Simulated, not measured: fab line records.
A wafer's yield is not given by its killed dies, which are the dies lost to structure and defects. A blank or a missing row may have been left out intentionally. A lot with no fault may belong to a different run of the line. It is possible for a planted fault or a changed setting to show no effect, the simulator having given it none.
fab line records    flow berkeley_cmos170
[record] lots = 5  wafers = 23
route steps=331 shown PVT@116 GATE@125 FIELD@126 NLDD@161 PSD@176 SILICIDE@211 CONTACT@217
start_h: hours from the record's first day to the start of the lot's first wafer shown    wait_h: hours from the lot's prior step to this one    " identical to the entry in the row above    L1.1+2: one row covering several wafers at once    - no value, or no start given    * or withheld: withheld    < > ~ a bound
route shown NAME@n: names a module that has steps shown in the file, with the first one's number in the route    usual: mean/standard deviation of fault-free wafers    same: alike in all rows    chamber/n: place in a boat    sites: readings site by site    _std_site: their standard deviation    _edge_site: mean of outer sites minus mean of inner sites    radius_mm: how far each site lies from the wafer's centre    mask NAME#n: copy n    behind: the last tool/chamber to shape the wafer    hold: why the lot was held/for how many hours/how that ended    device: the n, p or np transistor that did not switch    end of line: tests run on the same wafers once the route is complete    a step without rows: its recipe alone    killed: not the wafer's yield, but the dies lost to structure and defects at the first sort    map: dies across one wafer; x = killed, . = not, _ = none there
set.NAME: the setting as run; set.NAME@STEP: as run at that earlier step    model.NAME: the simulator's own value behind a step, which no gauge read
lots run with intentionally changed settings; tables by step, rows by wafer
[[steps]]
[step UCB170_PVT_COAT_01]
[recipe] resist = KrF  spin_rpm = 1500  resist_thk_nm = 900
lot.wafer  tool            chamber  start_h  wait_h  set.spin_rpm  model.KrF_of_PVT_COAT_01.thk_nm
L074.1     litho_track-04  0        107.77   0.1     1500          900.6
L074.3     "               0        "        "       1500          904.5
L074.4     "               0        "        "       1500          904.2
L077.1+6   litho_track-01  0        130.47   0.1     1603          868.9
L077.2     "               0        "        "       1500          897.1
L077.4     "               0        "        "       1500          895.4
L077.5     "               0        "        "       1500          896
L081.1     litho_track-01  0        142.60   0.1     1590          870.9
L081.2     "               0        "        "       1590          871.6
L081.4     "               0        "        "       1500          897.5
L081.5     "               0        "        "       1500          898.1
L081.6     "               0        "        "       1500          894.3
L083.1     litho_track-04  0        165.27   0.1     1500          904.3
L083.2     "               0        "        "       1500          903.9
L083.4     "               0        "        "       1427          925.7
L083.5     "               0        "        "       1500          902.9
L083.6     "               0        "        "       1427          925.1
L085.1+4   litho_track-01  0        165.51   0.1     1452          915.2
L085.2+5   "               0        "        "       1500          900.1
L085.3     "               0        "        "       1500          898.5
[step UCB170_PVT_SOFTBAKE_02]
[recipe] resist = KrF  temp_c = 130  time_s = 60
[step UCB170_PVT_EXPOSE_03]
[recipe] mask_id = NWELL  target_cd_nm = 3000  na = 0.5  sigma_outer = 0.6  source_shape = conventional  dose_mj = 30
[step UCB170_PVT_IMPLANT_07]
[recipe] species = P  dose_cm2 = 2e+12  energy_kev = 30  tilt_deg = 6.7
[step UCB170_PVT_STRIP_08]
[recipe] chemistry = O2  power_w = 400  pressure_mtorr = 3500  platen_temp_c = withheld  o2_flow_sccm = 400  overash_fraction = 0.5
[usual] strip_time_to_endpoint_s = 21.64/0.067
lot.wafer  tool             chamber  start_h  wait_h  set.spin_rpm@PVT_COAT_01  strip_time_to_endpoint_s
L074.1     plasma_asher-01  0        108.81   0.1     1500                      21.64
L074.3     "                0        "        "       1500                      21.73
L074.4     "                1        "        "       1500                      21.73
L077.1     plasma_asher-04  0        131.58   0.1     1603                      20.88
L077.2     "                1        "        "       1500                      21.56
L077.4     "                0        "        "       1500                      21.52
L077.5     "                1        "        "       1500                      21.55
L077.6     "                0        "        "       1603                      20.87
L081.1     plasma_asher-04  1        143.60   0.1     1590                      20.94
L081.2     "                0        "        "       1590                      20.94
L081.4     "                1        "        "       1500                      21.57
L081.5     "                1        "        "       1500                      21.58
L081.6     "                0        "        "       1500                      21.48
L083.1     plasma_asher-01  0        166.27   0.1     1500                      21.73
L083.2     "                1        "        "       1500                      21.69
L083.4     "                1        "        "       1427                      22.25
L083.5     "                0        "        "       1500                      21.69
L083.6     "                1        "        "       1427                      22.23
L085.1     plasma_asher-03  0        166.51   0.1     1452                      22.00
L085.2     "                1        "        "       1500                      21.62
L085.3     "                0        "        "       1500                      21.59
L085.4     "                1        "        "       1452                      21.98
L085.5     "                1        "        "       1500                      21.63
[step UCB170_GATE_WET_ETCH_00]
[recipe] chemistry = dHF  dilution = 25:1  target = SiO2  temp_c = 25  time_s = 200
[step UCB170_FIELD_THK_MEAS_91]
[recipe] reads = SiO2_of_FIELD_OXIDATION_01
[usual] FIELD_OXIDE_LEFT_2_THK = 353/9.4
lot.wafer  tool           chamber  start_h  wait_h  set.ox_time_s@FIELD_OXIDATION_01  FIELD_OXIDE_LEFT_2_THK[nm]
L074.1     film_metro-02  -        109.04   0.0     7200                              344
L074.3     "              -        "        "       7200                              350
L074.4     "              -        "        "       7200                              344
L077.1     film_metro-02  -        131.80   0.0     7854                              367
L077.2     "              -        "        "       7854                              379
L077.4     "              -        "        "       7854                              373
L077.5     "              -        "        "       7854                              388
L077.6     "              -        "        "       7854                              371
L081.1     film_metro-02  -        143.83   0.0     8158                              386
L081.2     "              -        "        "       8158                              397
L081.4     "              -        "        "       8158                              403
L081.5     "              -        "        "       8158                              399
L081.6     "              -        "        "       8158                              398
L083.1     film_metro-03  -        166.50   0.0     7200                              346
L083.2     "              -        "        "       7200                              352
L083.4     "              -        "        "       7200                              356
L083.5     "              -        "        "       7200                              348
L083.6     "              -        "        "       7200                              356
L085.1     film_metro-02  -        166.73   0.0     6610                              333
L085.2     "              -        "        "       6610                              335
L085.3     "              -        "        "       6610                              336
L085.4     "              -        "        "       6610                              326
L085.5     "              -        "        "       6610                              338
[step UCB170_GATE_PEB_10]
[recipe] peb_temp_c = 130  peb_time_s = withheld  resist = KrF
lot.wafer   tool            chamber  start_h  wait_h  set.peb_temp_c
L074.1+3+4  litho_track-02  0        123.59   0.1     130
L077.1+5    litho_track-02  0        146.07   0.2     130
L077.2+4+6  "               0        "        "       126.7
L081.1+2+4  litho_track-03  0        156.35   0.2     127.4
L081.5+6    "               0        "        "       130
L083.1+2+6  litho_track-03  0        179.46   0.6     130
L083.4+5    "               0        "        "       131.9
L085.1+2    litho_track-03  0        179.73   0.5     130
L085.3+4+5  "               0        "        "       132.4
[step UCB170_GATE_DEVELOP_11]
[recipe] developer = TMAH  develop_time_s = 45  resist = KrF  dev_temp_c = 21
[step UCB170_GATE_CD_MEAS_12]
[recipe] target_cd_nm = 350
[usual] cd_nm = 349.9/1.5
lot.wafer  tool       chamber  start_h  wait_h  set.peb_temp_c@GATE_PEB_10  cd_nm
L074.1     cd_sem-02  -        123.94   -       130                         350.0
L074.3     "          -        "        "       130                         351.2
L074.4     "          -        "        "       130                         352.0
L077.1     cd_sem-01  -        146.35   -       130                         348.7
L077.2     "          -        "        "       126.7                       376.4
L077.4     "          -        "        "       126.7                       375.4
L077.5     "          -        "        "       130                         352.0
L077.6     "          -        "        "       126.7                       374.5
L081.1     cd_sem-01  -        156.62   -       127.4                       371.0
L081.2     "          -        "        "       127.4                       371.0
L081.4     "          -        "        "       127.4                       370.7
L081.5     "          -        "        "       130                         351.0
L081.6     "          -        "        "       130                         352.1
L083.1     cd_sem-01  -        179.73   -       130                         349.9
L083.2     "          -        "        "       130                         350.3
L083.4     "          -        "        "       131.9                       338.1
L083.5     "          -        "        "       131.9                       339.2
L083.6     "          -        "        "       130                         350.0
L085.1     cd_sem-01  -        180.01   -       130                         348.2
L085.2     "          -        "        "       130                         346.6
L085.3     "          -        "        "       132.4                       332.9
L085.4     "          -        "        "       132.4                       332.3
L085.5     "          -        "        "       132.4                       334.1
[step UCB170_GATE_ETCH_14]
[recipe] chemistry = N2/H2  target_depth_a = withheld  overetch_a = withheld  target = BARC  time_s = withheld  source_w = 500  bias_w = 100  pressure_mtorr = 30  n2_flow_sccm = 100  h2_flow_sccm = 200
[step UCB170_GATE_ETCH_15]
[recipe] chemistry = HBr/Cl2  target = poly-Si  stop_on = SiO2  over_etch_frac = 0.3  icp_w = 300  bias_w = 150  time_s = 56.3  pressure_mtorr = 15  HBr_flow_sccm = 150  Cl2_flow_sccm = 50  target_depth_a = 2782
lot.wafer  tool       chamber  start_h  wait_h  set.peb_temp_c@GATE_PEB_10  model.GATE.cd_nm
L074.1     rie_si-01  2        124.14   -       130                         349.6
L074.3     "          3        "        "       130                         351.6
L074.4     "          1        "        "       130                         352.3
L077.1     rie_si-01  0        146.54   -       130                         348.7
L077.2     "          1        "        "       126.7                       376.1
L077.4     "          3        "        "       126.7                       375.5
L077.5     "          2        "        "       130                         351.3
L077.6     "          3        "        "       126.7                       374.6
L081.1     rie_si-01  3        156.82   -       127.4                       370.2
L081.2     "          0        "        "       127.4                       371.1
L081.4     "          1        "        "       127.4                       370.5
L081.5     "          3        "        "       130                         350.7
L081.6     "          0        "        "       130                         351.4
L083.1+2   rie_si-02  0,3      179.93   -       130                         349.5
L083.4     "          2        "        "       131.9                       337.3
L083.5     "          1        "        "       131.9                       338.9
L083.6     "          2        "        "       130                         350.3
L085.1     rie_si-01  2        180.21   -       130                         348
L085.2     "          0        "        "       130                         346.7
L085.3     "          1        "        "       132.4                       332.9
L085.4     "          0        "        "       132.4                       332.6
L085.5     "          1        "        "       132.4                       334.6
[step UCB170_GATE_STRIP_16]
[recipe] chemistry = O2  power_w = 400  pressure_mtorr = 3500  platen_temp_c = withheld  o2_flow_sccm = 400  overash_fraction = 0.5
[step UCB170_GATE_CD_MEAS_90]
[recipe] target_cd_nm = 350
[usual] cd_nm = 349.8/1.4
lot.wafer  tool       chamber  start_h  wait_h  set.peb_temp_c@GATE_PEB_10  cd_nm
L074.1     cd_sem-02  -        124.29   0.1     130                         349.6
L074.3     "          -        "        "       130                         351.6
L074.4     "          -        "        "       130                         351.8
L077.1     cd_sem-01  -        146.69   0.1     130                         348.8
L077.2     "          -        "        "       126.7                       375.7
L077.4     "          -        "        "       126.7                       375.5
L077.5     "          -        "        "       130                         351.3
L077.6     "          -        "        "       126.7                       374.4
L081.1     cd_sem-02  -        156.97   0.1     127.4                       370.0
L081.2     "          -        "        "       127.4                       370.9
L081.4     "          -        "        "       127.4                       370.5
L081.5     "          -        "        "       130                         350.9
L081.6     "          -        "        "       130                         351.6
L083.1     cd_sem-02  -        180.08   0.1     130                         349.4
L083.2     "          -        "        "       130                         349.3
L083.4     "          -        "        "       131.9                       337.1
L083.5     "          -        "        "       131.9                       339.0
L083.6     "          -        "        "       130                         349.9
L085.1     cd_sem-01  -        180.35   0.1     130                         348.1
L085.2     "          -        "        "       130                         346.8
L085.3     "          -        "        "       132.4                       333.2
L085.4     "          -        "        "       132.4                       332.5
L085.5     "          -        "        "       132.4                       334.6
[step UCB170_NLDD_EXPOSE_03]
[recipe] mask_id = NSELECT  na = 0.5  sigma_outer = 0.6  source_shape = conventional  target_cd_nm = 1200  dose_mj = 30
lot.wafer       tool            chamber  start_h  wait_h  mask       set.dose_mj
L074.1+3+4      krf_scanner-01  0        129.88   0.5     NSELECT#0  30
L077.1+2        krf_scanner-01  0        149.56   0.2     NSELECT#0  28.37
L077.4+5+6      "               0        "        "       NSELECT#0  30
L081.1+2+4+5+6  krf_scanner-02  0        159.78   0.1     NSELECT#0  30
L083.1+5        krf_scanner-01  0        183.04   0.2     NSELECT#0  31.5
L083.2+4+6      "               0        "        "       NSELECT#0  30
L085.1+2+5      krf_scanner-01  0        183.64   0.1     NSELECT#0  31.83
L085.3+4        "               0        "        "       NSELECT#0  30
[step UCB170_PSD_COAT_01]
[recipe] resist = KrF  spin_rpm = 1500  resist_thk_nm = 900
lot.wafer  tool            chamber  start_h  wait_h  set.spin_rpm  model.KrF_of_PSD_COAT_01.thk_nm
L074.1     litho_track-03  0        134.82   0.1     1500          900
L074.3     "               0        "        "       1500          895.8
L074.4     "               0        "        "       1500          899.2
L077.1     litho_track-03  0        157.62   0.1     1500          904.8
L077.2     "               0        "        "       1500          902.6
L077.4     "               0        "        "       1500          901.1
L077.5     "               0        "        "       1500          901.7
L077.6     "               0        "        "       1500          904
L081.1     litho_track-04  0        166.47   0.1     1500          905
L081.2     "               0        "        "       1500          902.8
L081.4     "               0        "        "       1500          904
L081.5     "               0        "        "       1500          905.2
L081.6     "               0        "        "       1500          902.4
L083.1     litho_track-04  0        190.76   0.1     1595          871.7
L083.2     "               0        "        "       1500          900.5
L083.4     "               0        "        "       1595          871.9
L083.5     "               0        "        "       1500          898.7
L083.6     "               0        "        "       1595          871.8
L085.1     litho_track-01  0        191.02   0.1     1500          895.5
L085.2     "               0        "        "       1583          874.6
L085.3     "               0        "        "       1500          900.2
L085.4     "               0        "        "       1583          874.1
L085.5     "               0        "        "       1500          898.4
[step UCB170_PSD_SOFTBAKE_02]
[recipe] resist = KrF  temp_c = 130  time_s = 60
[step UCB170_PSD_EXPOSE_03]
[recipe] mask_id = PSELECT_MOD  na = 0.5  sigma_outer = 0.6  source_shape = conventional  target_cd_nm = 1200  dose_mj = 30
[step UCB170_PSD_IMPLANT_08]
[recipe] species = B  dose_cm2 = 3e+15  energy_kev = 20  tilt_deg = 7
[step UCB170_PSD_STRIP_09]
[recipe] chemistry = O2  power_w = 400  pressure_mtorr = 3500  platen_temp_c = withheld  o2_flow_sccm = 400  overash_fraction = 0.5
[usual] strip_time_to_endpoint_s = 29.41/0.072
lot.wafer  tool             chamber  start_h  wait_h  set.spin_rpm@PSD_COAT_01  strip_time_to_endpoint_s
L074.1     plasma_asher-03  1        135.84   0.1     1500                      29.39
L074.3     "                1        "        "       1500                      29.33
L074.4     "                0        "        "       1500                      29.40
L077.1     plasma_asher-04  0        158.74   0.1     1500                      29.53
L077.2     "                1        "        "       1500                      29.47
L077.4     "                1        "        "       1500                      29.45
L077.5     "                1        "        "       1500                      29.48
L077.6     "                0        "        "       1500                      29.56
L081.1     plasma_asher-04  1        167.71   0.1     1500                      29.48
L081.2     "                0        "        "       1500                      29.41
L081.4     "                0        "        "       1500                      29.43
L081.5     "                0        "        "       1500                      29.43
L081.6     "                1        "        "       1500                      29.42
L083.1     plasma_asher-03  0        192.09   0.1     1595                      28.70
L083.2     "                1        "        "       1500                      29.38
L083.4     "                0        "        "       1595                      28.72
L083.5     "                0        "        "       1500                      29.37
L083.6     "                1        "        "       1595                      28.72
L085.1     plasma_asher-01  1        192.18   0.1     1500                      29.30
L085.2     "                0        "        "       1583                      28.80
L085.3     "                0        "        "       1500                      29.40
L085.4     "                1        "        "       1583                      28.76
L085.5     "                0        "        "       1500                      29.32
[step UCB170_SILICIDE_SPUTTER_01]
[recipe] material = Ti  target_thk_nm = 30  time_s = 25  power_w = 1500  chamber_pressure_pa = 0.5
lot.wafer  tool            chamber  start_h  wait_h  set.power_w  model.Ti_of_SILICIDE_SPUTTER_01.thk_nm
L074.1     pvd_sputter-02  -        140.19   0.0     1500         30.19
L074.3     "               -        "        "       1500         30.34
L074.4     "               -        "        "       1500         30.39
L077.1     pvd_sputter-02  -        162.49   0.0     1343         27.03
L077.2     "               -        "        "       1343         27.21
L077.4     "               -        "        "       1500         30.11
L077.5     "               -        "        "       1343         27.08
L077.6     "               -        "        "       1500         30.07
L081.1     pvd_sputter-02  -        171.36   0.0     1500         29.98
L081.2     "               -        "        "       1654         32.98
L081.4     "               -        "        "       1500         29.84
L081.5     "               -        "        "       1654         32.89
L081.6     "               -        "        "       1500         29.92
L083.1     pvd_sputter-01  -        195.75   0.0     1500         29.93
L083.2     "               -        "        "       1500         29.94
L083.4     "               -        "        "       1500         30.25
L083.5     "               -        "        "       1500         30.04
L083.6     "               -        "        "       1500         30.01
L085.1     pvd_sputter-02  -        196.09   0.0     1500         29.51
L085.2     "               -        "        "       1454         28.73
L085.3     "               -        "        "       1454         28.85
L085.4     "               -        "        "       1500         29.48
L085.5     "               -        "        "       1454         28.69
[step UCB170_SILICIDE_RS_MEAS_02]
[recipe] thk_meas_gauge = four-point-probe  reads = Ti_of_SILICIDE_SPUTTER_01
[usual] SILICIDE_TI_RS = 26.12/0.25
lot.wafer  tool           chamber  start_h  wait_h  set.power_w@SILICIDE_SPUTTER_01  SILICIDE_TI_RS[ohm/sq]
L074.1     film_metro-02  -        140.22   0.0     1500                             25.92
L074.3     "              -        "        "       1500                             25.74
L074.4     "              -        "        "       1500                             25.65
L077.1     film_metro-03  -        162.52   0.0     1343                             29.52
L077.2     "              -        "        "       1343                             29.33
L077.4     "              -        "        "       1500                             26.04
L077.5     "              -        "        "       1343                             29.41
L077.6     "              -        "        "       1500                             26.03
L081.1     film_metro-01  -        171.39   0.0     1500                             26.14
L081.2     "              -        "        "       1654                             23.36
L081.4     "              -        "        "       1500                             26.32
L081.5     "              -        "        "       1654                             23.50
L081.6     "              -        "        "       1500                             26.20
L083.1     film_metro-03  -        195.78   0.0     1500                             26.23
L083.2     "              -        "        "       1500                             26.26
L083.4     "              -        "        "       1500                             25.89
L083.5     "              -        "        "       1500                             26.07
L083.6     "              -        "        "       1500                             26.10
L085.1     film_metro-02  -        196.12   0.0     1500                             26.64
L085.2     "              -        "        "       1454                             27.45
L085.3     "              -        "        "       1454                             27.36
L085.4     "              -        "        "       1500                             26.59
L085.5     "              -        "        "       1454                             27.51
[step UCB170_SILICIDE_THK_MEAS_03]
[recipe] thk_meas_gauge = xrf  reads = Ti_of_SILICIDE_SPUTTER_01
[usual] SILICIDE_TI_THK = 30.1/0.31
lot.wafer  tool           chamber  start_h  wait_h  set.power_w@SILICIDE_SPUTTER_01  SILICIDE_TI_THK[nm]
L074.1     film_metro-02  -        140.34   0.1     1500                             30.3
L074.3     "              -        "        "       1500                             30.2
L074.4     "              -        "        "       1500                             30.5
L077.1     film_metro-03  -        162.64   0.1     1343                             27.3
L077.2     "              -        "        "       1343                             27.6
L077.4     "              -        "        "       1500                             30.4
L077.5     "              -        "        "       1343                             27.4
L077.6     "              -        "        "       1500                             30.5
L081.1     film_metro-01  -        171.51   0.1     1500                             29.9
L081.2     "              -        "        "       1654                             32.9
L081.4     "              -        "        "       1500                             29.8
L081.5     "              -        "        "       1654                             32.8
L081.6     "              -        "        "       1500                             29.8
L083.1     film_metro-03  -        195.90   0.1     1500                             30.1
L083.2     "              -        "        "       1500                             30.1
L083.4     "              -        "        "       1500                             30.5
L083.5     "              -        "        "       1500                             30.3
L083.6     "              -        "        "       1500                             30.2
L085.1     film_metro-02  -        196.24   0.1     1500                             29.4
L085.2     "              -        "        "       1454                             28.7
L085.3     "              -        "        "       1454                             28.8
L085.4     "              -        "        "       1500                             29.6
L085.5     "              -        "        "       1454                             28.7
[step UCB170_CONTACT_CVD_01]
[recipe] material = PSG  target_thk_nm = 700  temp_c = 450  precursor = SiH4/O2/PH3  time_s = 2820  pressure_mtorr = 300  sih4_flow_sccm = 60  o2_flow_sccm = 90  ph3_flow_sccm = 25
lot.wafer  tool      chamber  start_h  wait_h  set.temp_c  model.PSG_of_CONTACT_CVD_01.thk_nm
L074.1     lpcvd-02  0        142.14   1.4     450         696.9
L074.3     "         0        "        "       450         700.9
L074.4     "         0        "        "       450         699.2
L077.1     -         -        -        0.0     438.3       623.1
L077.2     "         -        "        "       438.3       623.8
L077.4     "         -        "        "       438.3       621.5
L077.5     "         -        "        "       438.3       621.7
L077.6     "         -        "        "       438.3       619.4
L081.1     -         -        -        0.0     460.1       759.1
L081.2     "         -        "        "       460.1       760.1
L081.4     "         -        "        "       460.1       757.4
L081.5     "         -        "        "       460.1       763.6
L081.6     "         -        "        "       460.1       764.8
L083.1     -         -        -        0.2     455.5       730.3
L083.2     "         -        "        "       455.5       728.8
L083.4     "         -        "        "       455.5       735.2
L083.5     "         -        "        "       455.5       736.3
L083.6     "         -        "        "       455.5       737.3
L085.1     -         -        -        0.2     440.7       642
L085.2     "         -        "        "       440.7       641.7
L085.3     "         -        "        "       440.7       642.2
L085.4+5   "         -        "        "       440.7       640.1
[step UCB170_CONTACT_THK_MEAS_02]
[recipe] reads = PSG_of_CONTACT_CVD_01
[usual] CONTACT_PSG_THK = 700/5.3
lot.wafer  tool           chamber  start_h  wait_h  set.temp_c@CONTACT_CVD_01  CONTACT_PSG_THK[nm]
L074.1     film_metro-04  -        143.93   0.0     450                        697
L074.3     "              -        "        "       450                        701
L074.4     "              -        "        "       450                        699
L077.1     film_metro-02  -        -        -       438.3                      623
L077.2     "              -        "        "       438.3                      624
L077.4     "              -        "        "       438.3                      621
L077.5     "              -        "        "       438.3                      621
L077.6     "              -        "        "       438.3                      619
L081.1     film_metro-03  -        -        -       460.1                      759
L081.2     "              -        "        "       460.1                      760
L081.4     "              -        "        "       460.1                      757
L081.5     "              -        "        "       460.1                      763
L081.6     "              -        "        "       460.1                      765
L083.1     film_metro-04  -        -        -       455.5                      731
L083.2     "              -        "        "       455.5                      729
L083.4     "              -        "        "       455.5                      735
L083.5     "              -        "        "       455.5                      736
L083.6     "              -        "        "       455.5                      736
L085.1     film_metro-02  -        -        -       440.7                      642
L085.2     "              -        "        "       440.7                      642
L085.3     "              -        "        "       440.7                      642
L085.4     "              -        "        "       440.7                      640
L085.5     "              -        "        "       440.7                      640
[[key]]
[split] step = UCB170_PVT_COAT_01  setting = spin_rpm  stated = 1500  by = wafer
[response] step = UCB170_PVT_COAT_01  reading = model.KrF_of_PVT_COAT_01.thk_nm  change = -4.23  per = 1%  r = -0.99
[response] step = UCB170_PVT_STRIP_08  reading = strip_time_to_endpoint_s  change = *  per = 1%  r = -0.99
[split] step = UCB170_GATE_PEB_10  setting = peb_temp_c  stated = 130  by = wafer
[response] step = UCB170_GATE_CD_MEAS_12  reading = cd_nm  change = -9.1  per = 1%  r = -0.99
[response] step = UCB170_GATE_ETCH_15  reading = model.GATE.cd_nm  change = -9.17  per = 1%  r = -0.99
[response] step = UCB170_GATE_CD_MEAS_90  reading = cd_nm  change = -9.06  per = 1%  r = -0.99
[split] step = UCB170_NLDD_EXPOSE_03  setting = dose_mj  stated = 30  by = wafer
response none in this file
[split] step = UCB170_PSD_COAT_01  setting = spin_rpm  stated = 1500  by = wafer
[response] step = UCB170_PSD_COAT_01  reading = model.KrF_of_PSD_COAT_01.thk_nm  change = -4.34  per = 1%  r = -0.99
[response] step = UCB170_PSD_STRIP_09  reading = strip_time_to_endpoint_s  change = *  per = 1%  r = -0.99
[split] step = UCB170_SILICIDE_SPUTTER_01  setting = power_w  stated = 1500  by = wafer
[response] step = UCB170_SILICIDE_SPUTTER_01  reading = model.Ti_of_SILICIDE_SPUTTER_01.thk_nm  change = +0.287  per = 1%  r = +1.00
[response] step = UCB170_SILICIDE_RS_MEAS_02  reading = SILICIDE_TI_RS  change = -0.297  per = 1%  r = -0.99
[response] step = UCB170_SILICIDE_THK_MEAS_03  reading = SILICIDE_TI_THK  change = +0.289  per = 1%  r = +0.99
[split] step = UCB170_CONTACT_CVD_01  setting = temp_c  stated = 450  by = lot
[response] step = UCB170_CONTACT_CVD_01  reading = model.PSG_of_CONTACT_CVD_01.thk_nm  change = +28.5  per = 1%  r = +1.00
[response] step = UCB170_CONTACT_THK_MEAS_02  reading = CONTACT_PSG_THK  change = +28.5  per = 1%  r = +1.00
split outside_this_file step=UCB170_FIELD_OXIDATION_01 setting=ox_time_s
// split outside_this_file: this setting was split too, and the file shows its column; the key of that split is in another file
